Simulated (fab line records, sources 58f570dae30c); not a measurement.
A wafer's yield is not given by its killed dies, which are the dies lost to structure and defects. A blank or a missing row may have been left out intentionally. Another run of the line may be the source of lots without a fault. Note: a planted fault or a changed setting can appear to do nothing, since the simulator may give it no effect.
Which tool did it? -- flow berkeley-cmos170 -- 72 wafers from 24 lots sampled at 6 of the route's 331 steps

## WHAT THE GAUGES READ, wafer by wafer
UCB170_START_THK_MEAS_03. Usual: for START_OXIDE_THK the level is 20.0 nm and the standard deviation is 0.38.
lot,measured,on,START_OXIDE_THK (nm),flag
L074,day 1 15:37,film-metro-04,19.7 20.0 20.0,
L075,day 1 18:55,film-metro-04,20.0 20.0 19.6,
L076,day 1 23:42,film-metro-04,20.5 20.3 20.7,
L077,day 2 05:11,film-metro-02,20.3 19.7 19.9,
L078,day 2 10:30,film-metro-01,19.6 19.6 19.4,
L079,day 2 15:35,film-metro-01,19.5 19.4 19.4,
L080,day 2 20:03,film-metro-04,19.9 19.9 19.5,
L081,day 3 01:29,film-metro-04,19.7 19.8 19.7,
L082,day 3 07:51,film-metro-04,20.2 20.4 19.8,
L083,day 3 13:46,film-metro-01,20.5 20.6 20.4,
L084,day 3 13:49,film-metro-02,19.6 19.7 19.5,
L085,day 3 21:13,film-metro-02,19.4 19.4 20.1,
L086,day 4 02:55,film-metro-02,19.8 19.8 19.6,
L087,day 4 08:40,film-metro-02,20.4 20.1 20.5,
L088,day 4 12:41,film-metro-01,19.8 20.0 20.0,
L089,day 4 21:54,film-metro-01,20.6 20.8 20.8,
L090,day 4 21:55,film-metro-02,19.5 19.5 19.5,
L091,day 5 05:21,film-metro-01,20.1 19.9 19.8,
L092,day 5 08:22,film-metro-01,19.8 19.7 19.2,
L093,day 5 13:57,film-metro-02,19.2 19.9 19.8,
L094,day 5 20:00,film-metro-02,20.6 20.5 20.6,
L095,day 5 22:28,film-metro-01,19.9 20.0 20.1,
L096,day 6 03:44,film-metro-01,20.3 20.3 20.1,
L097,day 6 10:58,film-metro-02,20.0 20.3 20.2,

UCB170_CONTACT_THK_MEAS_02. Usual: for CONTACT_PSG_THK the level is 700 nm and the standard deviation is 5.8.
lot,measured,on,CONTACT_PSG_THK (nm),flag
L074,day 7 02:24,film-metro-04,696 701 694,
L075,day 6 21:51,film-metro-03,705 702 704,
L076,day 7 09:53,film-metro-01,690 696 691,
L077,day 7 22:50,film-metro-03,709 713 707,
L078,day 7 22:50,film-metro-04,700 703 703,
L079,day 8 09:34,film-metro-01,700 690 696,
L080,day 8 10:00,film-metro-03,696 692 692,
L081,day 8 11:21,film-metro-01,702 705 705,
L082,day 9 01:28,film-metro-03,691 698 694,
L083,day 9 03:13,film-metro-03,703 703 694,
L084,day 9 01:14,film-metro-03,710 710 706,
L085,day 9 01:14,film-metro-01,708 705 710,
L086,day 9 18:34,film-metro-03,699 701 701,
L087,day 10 04:46,film-metro-01,708 703 706,
L088,day 10 04:47,film-metro-03,701 701 700,
L089,day 10 14:11,film-metro-01,701 702 700,
L090,day 10 04:56,film-metro-04,695 702 696,
L091,day 10 11:52,film-metro-04,702 700 695,
L092,day 10 13:40,film-metro-03,694 699 699,
L093,day 11 05:44,film-metro-01,699 695 698,
L094,day 11 06:14,film-metro-01,699 704 694,
L095,day 11 07:31,film-metro-01,693 695 694,
L096,day 11 06:15,film-metro-03,709 707 707,
L097,day 11 06:14,film-metro-04,703 701 705,

UCB170_V1_THK_MEAS_01. Usual: for V1_TEOS_THK the level is 2006 nm and the standard deviation is 31.
lot,measured,on,V1_TEOS_THK (nm),flag
L074,day 7 12:07,film-metro-02,2028 1958 2013,
L075,day 7 06:56,film-metro-01,1992 2006 1963,
L076,day 7 17:52,film-metro-02,1993 2014 2051,
L077,day 8 07:21,film-metro-02,1947 2002 2040,
L078,day 8 07:26,film-metro-02,2012 2020 1989,
L079,day 8 18:50,film-metro-03,1967 1942 1988,
L080,day 8 18:53,film-metro-03,1992 1958 2014,
L081,day 8 18:50,film-metro-02,2014 1986 2038,
L082,day 9 12:37,film-metro-02,2052 2033 2046,
L083,day 9 12:40,film-metro-01,1997 2029 2018,
L084,day 9 12:35,film-metro-01,2024 1966 1981,
L085,day 9 12:44,film-metro-02,1982 2005 2012,
L086,day 10 06:05,film-metro-03,1938 1934 2007,
L087,day 10 14:32,film-metro-02,2012 2008 2003,
L088,day 10 14:34,film-metro-01,2006 1997 2053,
L089,day 10 22:09,film-metro-01,1965 1996 1985,
L090,day 10 17:20,film-metro-02,1985 2025 2010,
L091,day 10 20:06,film-metro-03,1996 2006 2012,
L092,day 10 20:41,film-metro-01,1972 1986 2013,
L093,day 11 15:20,film-metro-02,1963 1948 2015,
L094,day 11 15:29,film-metro-01,2021 2033 2044,
L095,day 11 17:22,film-metro-02,1965 1996 2047,
L096,day 11 15:20,film-metro-03,1973 2014 2020,
L097,day 11 15:29,film-metro-02,1976 2039 2011,

UCB170_V2_THK_MEAS_04. Usual: for V2_POLISHED_THK the level is 1000.1 nm and the standard deviation is 1.8.
lot,measured,on,V2_POLISHED_THK (nm),flag
L074,day 7 19:25,film-metro-03,997.3 1000.5 998.9,
L075,day 7 12:19,film-metro-04,999.8 1000.8 999.7,
L076,day 8 00:32,film-metro-04,1001.4 1001.1 996.8,
L077,day 8 13:18,film-metro-04,1001.0 1002.0 1000.2,
L078,day 8 13:54,film-metro-01,997.1 1001.7 999.3,
L079,day 9 01:35,film-metro-01,996.2 1000.7 999.6,
L080,day 9 02:00,film-metro-01,997.3 1001.3 1002.4,
L081,day 9 01:45,film-metro-03,997.5 1000.7 998.0,
L082,day 9 23:39,film-metro-03,1000.2 997.9 1000.1,
L083,day 9 23:48,film-metro-04,999.9 997.0 1000.2,
L084,day 9 22:17,film-metro-03,1001.3 998.6 999.8,
L085,day 9 22:52,film-metro-01,999.0 995.0 999.3,
L086,day 10 15:01,film-metro-03,1000.7 994.9 1000.2,
L087,day 11 00:38,film-metro-03,997.2 1002.6 999.0,
L088,day 11 01:26,film-metro-03,1003.1 1002.6 1003.6,
L089,day 11 05:37,film-metro-03,1000.1 996.0 996.8,
L090,day 11 03:19,film-metro-03,1001.6 1000.3 999.1,
L091,day 11 03:33,film-metro-01,1000.4 995.9 1000.7,
L092,day 11 04:07,film-metro-03,1000.2 998.1 999.9,
L093,day 11 23:16,film-metro-04,999.4 999.3 1001.7,
L094,day 11 23:34,film-metro-01,1001.2 997.9 1000.0,
L095,day 12 01:04,film-metro-03,1000.9 1002.0 996.4,
L096,day 11 22:54,film-metro-01,1001.4 997.1 1001.2,
L097,day 12 00:23,film-metro-03,999.7 1000.9 1001.1,

UCB170_M3_BOW_MEAS_20. Usual: for M3_BOW the level is 36 um and the standard deviation is 7.3.
lot,measured,on,M3_BOW (um),flag
L074,day 8 00:11,film-metro-01,40 32 31,
L075,day 7 18:40,film-metro-02,29 33 29,
L076,day 8 05:51,film-metro-02,34 45 32,
L077,day 8 18:11,film-metro-04,44 44 34,
L078,day 8 18:49,film-metro-01,43 40 47,
L079,day 9 08:06,film-metro-01,32 40 49,
L080,day 9 08:34,film-metro-01,29 30 28,
L081,day 9 08:20,film-metro-02,26 38 31,
L082,day 10 05:20,film-metro-01,44 50 51,
L083,day 10 05:31,film-metro-02,42 34 32,
L084,day 10 03:49,film-metro-02,40 36 40,
L085,day 10 04:41,film-metro-04,22 35 37,
L086,day 10 23:38,film-metro-01,30 28 41,
L087,day 11 05:20,film-metro-01,36 35 35,
L088,day 11 06:58,film-metro-01,30 44 40,
L089,day 11 12:21,film-metro-02,34 30 37,
L090,day 11 09:01,film-metro-02,36 28 36,
L091,day 11 09:31,film-metro-01,31 38 42,
L092,day 11 10:55,film-metro-02,32 28 46,
L093,day 12 04:35,film-metro-02,34 39 19,
L094,day 12 04:58,film-metro-01,41 30 44,
L095,day 12 06:05,film-metro-04,28 49 25,
L096,day 12 04:20,film-metro-04,37 29 48,
L097,day 12 05:49,film-metro-01,43 24 26,

## WHICH TOOL RAN EACH LOT (tool, then ch and the chambers of the sampled wafers, then the start)
lot,UCB170_GATE_ETCH_14
L074,"rie-diel-01 ch 1,3, day 6 04:49"
L075,"rie-diel-01 ch 1,2,3, day 6 04:28"
L076,"rie-diel-04 ch 0,3, day 6 14:28"
L077,"rie-diel-01 ch 0,1,3, day 7 02:53"
L078,"rie-diel-04 ch 0,1,3, day 7 03:08"
L079,"rie-diel-02 ch 0,1,3, day 7 17:29"
L080,"rie-diel-01 ch 2,3, day 7 18:01"
L081,"rie-diel-04 ch 2,3, day 7 19:55"
L082,"rie-diel-04 ch 0,1,3, day 8 07:38"
L083,"rie-diel-04 ch 0,1, day 8 08:14"
L084,"rie-diel-01 ch 0,2,3, day 8 08:07"
L085,"rie-diel-02 ch 2,3, day 8 07:53"
L086,"rie-diel-02 ch 2,3, day 8 23:12"
L087,"rie-diel-04 ch 2,3, day 9 08:34"
L088,"rie-diel-02 ch 0,1,2, day 9 09:04"
L089,"rie-diel-04 ch 1,3, day 9 17:05"
L090,"rie-diel-01 ch 0,1,3, day 9 08:50"
L091,"rie-diel-04 ch 0,1,3, day 9 16:22"
L092,"rie-diel-02 ch 1,2,3, day 9 16:36"
L093,"rie-diel-04 ch 0,3, day 10 04:21"
L094,"rie-diel-04 ch 0,3, day 10 10:22"
L095,"rie-diel-01 ch 0,1,3, day 10 10:29"
L096,"rie-diel-02 ch 0,2,3, day 10 10:10"
L097,"rie-diel-02 ch 0,1,2, day 10 10:25"
- UCB170_GATE_ETCH_14: etches BARC in N2/H2.

## WHAT THE TOOLS THEMSELVES READ (means of the sampled wafers that have a number; where no wafer has one, the mark that the record gives instead)
UCB170_GATE_ETCH_14. Usual: drypump-motor-current-A 5.9 A, standard deviation 0.45; h2-flow-sccm 200.0 sccm, standard deviation 0.57; n2-flow-sccm 100.0 sccm, standard deviation 0.33; oes-product-au 0.985 a.u., standard deviation 0.02; throttle-valve-pct 13.37 %, standard deviation 0.19.
lot,tool,drypump-motor-current-A (A),h2-flow-sccm (sccm),n2-flow-sccm (sccm),oes-product-au (a.u.),throttle-valve-pct (%),flag
L074,rie-diel-01,5.2,199.6,100.0,0.962,13.43,
L075,rie-diel-01,5.4,199.9,100.1,0.970,13.40,
L076,rie-diel-04,5.5,200.1,99.9,0.992,13.14,
L077,rie-diel-01,5.7,200.1,99.7,0.977,13.30,
L078,rie-diel-04,5.9,200.2,99.9,0.992,13.32,
L079,rie-diel-02,5.8,199.2,100.2,0.989,13.41,
L080,rie-diel-01,5.7,200.4,100.0,0.976,13.37,
L081,rie-diel-04,5.6,199.6,99.9,1.000,13.17,
L082,rie-diel-04,5.9,200.1,99.9,1.001,13.33,
L083,rie-diel-04,6.1,199.6,100.2,0.992,13.46,
L084,rie-diel-01,5.9,199.8,99.9,0.984,13.27,
L085,rie-diel-02,5.8,200.3,100.1,0.970,13.41,
L086,rie-diel-02,6.1,200.1,100.1,0.968,13.43,
L087,rie-diel-04,5.6,200.3,100.1,0.996,13.17,
L088,rie-diel-02,6.1,199.9,99.8,0.983,13.42,
L089,rie-diel-04,5.7,200.0,100.0,1.003,13.18,
L090,rie-diel-01,5.6,200.5,99.8,0.964,13.29,
L091,rie-diel-04,5.9,199.8,100.0,0.994,13.32,
L092,rie-diel-02,5.9,199.7,99.5,0.983,13.46,
L093,rie-diel-04,5.7,200.6,99.5,0.988,13.28,
L094,rie-diel-04,5.8,200.5,100.2,0.991,13.29,
L095,rie-diel-01,5.7,199.8,100.1,0.979,13.30,
L096,rie-diel-02,6.0,199.7,100.3,0.975,13.38,
L097,rie-diel-02,6.1,200.0,99.9,0.978,13.42,

## THE ANSWER, worked out from the rows above alone
Rule: take the mean of a lot's wafers that have a number; if it is more than 3 standard deviations from the usual mean, the lot is off. A lot without any number at a reading at which 4 lots or more have one is off too. Any other lot the step has rows for is counted as sound. The gauges are gone through in route order, then the tools' own readings, and for those a lot's mean is taken as printed above. The first step at which some lot is off is used, and at that step the reading that is off furthest; a lot without a number counts as furthest.
None of the lots is off at any reading shown; this tells nothing.

## WHAT THE SIMULATOR HAD INSERTED
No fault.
